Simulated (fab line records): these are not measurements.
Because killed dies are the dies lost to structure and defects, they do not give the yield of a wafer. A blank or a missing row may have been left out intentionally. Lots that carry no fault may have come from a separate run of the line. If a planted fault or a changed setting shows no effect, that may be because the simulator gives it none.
The same fault as seen by 2 desks :: flow berkeleyCmos170 :: each desk holds nothing but its own numbers, with what lay behind them at the end

DESK OF THE TOOL OWNER: furnace-03
The tool's own readings at UCB170_M1_ANNEAL_14 (time 1200 s): means of the sampled wafers that have a number, for each lot that ran on this tool. Marked OUT: a lot whose mean sits more than 4 standard deviations from the usual mean, which makes it out of limits; the brackets give that distance. Readings shown: 7 out of 8 (the first out of limits, and those lying furthest out on some lot).
Columns: A = spikeTcCentreC at UCB170_M1_ANNEAL_14, usual 404.4 C; B = spikeTcLoadC at UCB170_M1_ANNEAL_14, usual 417.7 C; C = spikeTcSourceC at UCB170_M1_ANNEAL_14, usual 414.2 C; D = tubeCenterTempC at UCB170_M1_ANNEAL_14, usual 400 C; E = tube_center_temp_C_max at UCB170_M1_ANNEAL_14, usual 401.04; F = zonePowerLoadPct at UCB170_M1_ANNEAL_14, usual 5.82 %; G = zonePowerSourcePct at UCB170_M1_ANNEAL_14, usual 5.75 %
lot: L349
first seen here: day 8 01:53
A: 404.6
B: 417.8
C: 414.3
D: 400
E: 401.01
F: 5.82
G: 5.72

lot: L351
first seen here: day 8 17:10
A: 404.6
B: 417.2
C: 413.9
D: 400
E: 400.98
F: 5.82
G: 5.71

lot: L353
first seen here: day 9 05:23
A: 403.5
B: 417.8
C: 414.2
D: 400
E: 401.06
F: 5.84
G: 5.75

lot: L355
first seen here: day 9 21:45
A: 404.7
B: 418.0
C: 413.2
D: 400
E: 400.99
F: 5.83
G: 5.74

lot: L358
first seen here: day 9 23:58
A: 403.9
B: 418.3
C: 414.3
D: 400
E: 400.95
F: 5.84
G: 5.69

lot: L356
first seen here: day 10 01:18
A: 404.5
B: 417.6
C: 414.3
D: 400
E: 401.06
F: 5.78
G: 5.76

lot: L357
first seen here: day 10 02:38
A: 404.7
B: 418.0
C: 413.8
D: 400
E: 401.01
F: 5.77
G: 5.77

lot: L359
first seen here: day 10 14:38
A: 404.2
B: 418.2
C: 414.1
D: 400
E: 401.13
F: 5.87
G: 5.76

lot: L360
first seen here: day 10 15:58
A: 404.3
B: 417.9
C: 414.1
D: 400
E: 401.06
F: 5.82
G: 5.73

lot: L362
first seen here: day 11 03:25
A: 403.2
B: 416.4
C: 414.6
D: 400
E: 401.09
F: 5.76
G: 5.72

lot: L363
first seen here: day 11 03:25
A: 404.0
B: 418.2
C: 414.3
D: 400
E: 401.09
F: 5.78
G: 5.74

lot: L366
first seen here: day 12 00:59
A: 405.4
B: 417.7
C: 414.4
D: 400
E: 400.92
F: 5.81
G: 5.77

lot: L367
first seen here: day 12 04:31
A: 295.0 (-99 or more) OUT
B: 306.4 (-99 or more) OUT
C: 302.6 (-99 or more) OUT
D: 290 (-99 or more) OUT
E: 291.11 (-99 or more) OUT
F: 3.75 (-36) OUT
G: 3.64 (-38) OUT

lot: L365
first seen here: day 12 05:50
A: 294.7 (-99 or more) OUT
B: 306.7 (-99 or more) OUT
C: 302.1 (-99 or more) OUT
D: 290 (-99 or more) OUT
E: 291.16 (-99 or more) OUT
F: 3.77 (-35) OUT
G: 3.66 (-38) OUT

lot: L368
first seen here: day 12 07:10
A: 294.5 (-99 or more) OUT
B: 307.1 (-99 or more) OUT
C: 302.8 (-99 or more) OUT
D: 290 (-99 or more) OUT
E: 291.13 (-99 or more) OUT
F: 3.75 (-36) OUT
G: 3.65 (-38) OUT

lot: L369
first seen here: day 12 08:31
A: 294.4 (-99 or more) OUT
B: 305.6 (-99 or more) OUT
C: 302.7 (-99 or more) OUT
D: 290 (-99 or more) OUT
E: 291.13 (-99 or more) OUT
F: 3.76 (-36) OUT
G: 3.66 (-38) OUT
This desk's finding: out of limits on L365, L367, L368, L369; first on L367, day 12 04:31 (spikeTcCentreC at UCB170_M1_ANNEAL_14). L349, L351, L353, L355, L358, L356, L357, L359, L360, L362, L363, L366 stayed within limits.

THE METROLOGY DESK
What the gauges read for every lot (on any tool): the sampled wafers with a number, averaged. Marked OUT: a lot whose mean sits more than 4 standard deviations from the usual mean, which makes it out of limits; the brackets give that distance.
Columns: A = SILICIDE_TI_THK at UCB170_SILICIDE_THK_MEAS_03, usual 30.4 nm
lot: L349
first seen here: day 7 18:19
A: 30.4

lot: L351
first seen here: day 8 04:04
A: 29.8

lot: L353
first seen here: day 8 20:11
A: 30.8

lot: L355
first seen here: day 9 15:19
A: 30.0

lot: L358
first seen here: day 9 15:31
A: 30.1

lot: L356
first seen here: day 9 15:53
A: 30.6

lot: L357
first seen here: day 9 16:20
A: 30.1

lot: L359
first seen here: day 10 05:55
A: 30.2

lot: L360
first seen here: day 10 06:41
A: 29.9

lot: L362
first seen here: day 10 18:40
A: 31.1

lot: L363
first seen here: day 10 19:15
A: 30.4

lot: L366
first seen here: day 11 17:18
A: 30.3

lot: L367
first seen here: day 11 20:56
A: 30.9

lot: L365
first seen here: day 11 21:11
A: 30.1

lot: L369
first seen here: day 12 00:14
A: 30.4

lot: L368
first seen here: day 12 00:42
A: 30.6
Result from this desk: across the 16 lots, nothing is out of limits.

PUT TOGETHER
The tool owner's desk could have raised an alarm at day 12 04:31, on L365, L367, L368, L369.
The metrology desk saw nothing out of limits.
The metrology desk holds a record of L365, L367, L368, L369, inside its limits.
On furnace-03, each named lot ran UCB170_M1_ANNEAL_14.

WHAT THE SIMULATOR HAD PUT IN
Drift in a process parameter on furnace-03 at UCB170_M1_ANNEAL_14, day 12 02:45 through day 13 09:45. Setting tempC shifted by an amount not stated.
Lots struck among those shown: L365, L367, L368, L369.
Each desk's first reading out of limits, in hours after the fault started: the tool owner's desk, 2.
